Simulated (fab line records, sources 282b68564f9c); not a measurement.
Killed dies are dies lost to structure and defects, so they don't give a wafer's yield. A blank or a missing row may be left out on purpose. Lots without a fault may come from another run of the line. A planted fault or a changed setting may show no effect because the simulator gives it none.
A struck lot beside a sound one | flow rit_cmos | 21 steps out of a route of 202
Sound: wafers L975.1, L975.4, L975.6. Struck: wafers L970.1, L970.5, L970.6. The cause comes at the end.
At each step with rows: each side's tool, then ch and its chambers, then its first start. Under that, the readings that differ: sound wafers | struck wafers | difference of the means | sigmas: that difference in standard deviations of wafers without a fault.
alike: readings whose means differ by less than 2 such deviations, and words and numbers that are the same on both sides. not compared: withheld readings, readings that some wafer has no value for, bounds like >300 that may hide the same value, and numbers for which the record gives no deviation and whose values overlap.
The two part at a step that has a row with sigmas, a row that says differs or no value, or rows on one side only. Numbers that don't overlap but have no deviation are shown without sigmas and don't part them. A reading that every wafer of one side lacks parts them only if that side has two wafers or more.

first, 6 steps without rows for these wafers: RIT_NRETRO_HMDS_00 (prime time 60 s); RIT_NRETRO_COAT_01 (resist thk 1300 nm); RIT_NRETRO_SOFTBAKE_02 (time 60 s); RIT_NRETRO_EXPOSE_03 (exposes mask M4, target cd 43900 nm); RIT_NRETRO_PEB_04; RIT_NRETRO_DEVELOP_05 (develop time 68 s).
RIT_NRETRO_OVL_MEAS_06:
  sound on overlay-02, day 6 14:07; struck on overlay-02, day 5 13:51
  alike: NRETRO_OVL
then, 2 steps without rows for these wafers: RIT_NRETRO_HARDBAKE_07 (time 120 s); RIT_NRETRO_IMPLANT_08.
RIT_NRETRO_STRIP_09: strips in O2, time 180 s.
  sound on plasma_asher-04 ch 0,1, day 6 14:34; struck on plasma_asher-02 ch 0,1, day 5 14:17
  alike: drypump_motor_current_A, rf_refl_power_W
  not compared: rf_hours_counter_h
RIT_NRETRO_TW_MEAS_10:
  sound on film_metro-01, day 6 14:44; struck on film_metro-01, day 5 14:28
  alike: NRETRO_TW
then, 1 step without rows for these wafers: RIT_PRETRO_HMDS_00 (prime time 60 s).
RIT_PRETRO_COAT_01: resist thk 1300 nm.
  sound on litho_track-01 ch 0, day 6 14:56; struck on litho_track-02 ch 0, day 5 14:40
  reading                                     | sound                | struck               | difference | sigmas
  spin_speed_rpm (rpm)                        | 2001.7 2002.4 1998.1 | 2087.2 2090.3 2086.9 | +87.4      | +58
  model.NOVOLAK_of_PRETRO_COAT_01.thk_nm (nm) | 1304 1302 1302       | 1276 1279 1276       | -26        |
  alike: exhaust_pa
then, 4 steps without rows for these wafers: RIT_PRETRO_SOFTBAKE_02 (time 60 s); RIT_PRETRO_EXPOSE_03 (exposes mask M5, target cd 43700 nm); RIT_PRETRO_PEB_04; RIT_PRETRO_DEVELOP_05 (develop time 68 s).
RIT_PRETRO_OVL_MEAS_06:
  sound on overlay-02, day 6 15:40; struck on overlay-02, day 5 15:31
  alike: PRETRO_OVL
RIT_PRETRO_HARDBAKE_07: time 120 s.
  sound on litho_track-01 ch 0, day 6 15:43; struck on litho_track-03 ch 0, day 5 15:34
  reading                                     | sound          | struck         | difference | sigmas
  model.NOVOLAK_of_PRETRO_COAT_01.thk_nm (nm) | 1141 1139 1139 | 1116 1119 1116 | -23        |
  alike: exhaust_pa
then, 1 step without rows for these wafers: RIT_PRETRO_IMPLANT_08.
RIT_M1_PROBE_99:
  sound on prober-02, day 7 18:30; struck on prober-01, day 6 18:11
  alike: killed_at_M0_to_M3, killed_at_contacts, killed_at_front_end, killed_dies, killed_open, killed_short

WHERE THEY PART
Only at RIT_PRETRO_COAT_01, within this record. Later steps at which nothing parts them and some readings are alike: RIT_PRETRO_OVL_MEAS_06, RIT_PRETRO_HARDBAKE_07, RIT_M1_PROBE_99.

WHY: what the simulator had put in
Process parameter drift: litho_track-02, from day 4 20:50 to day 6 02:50, at RIT_PRETRO_COAT_01. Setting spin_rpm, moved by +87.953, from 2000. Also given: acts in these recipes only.
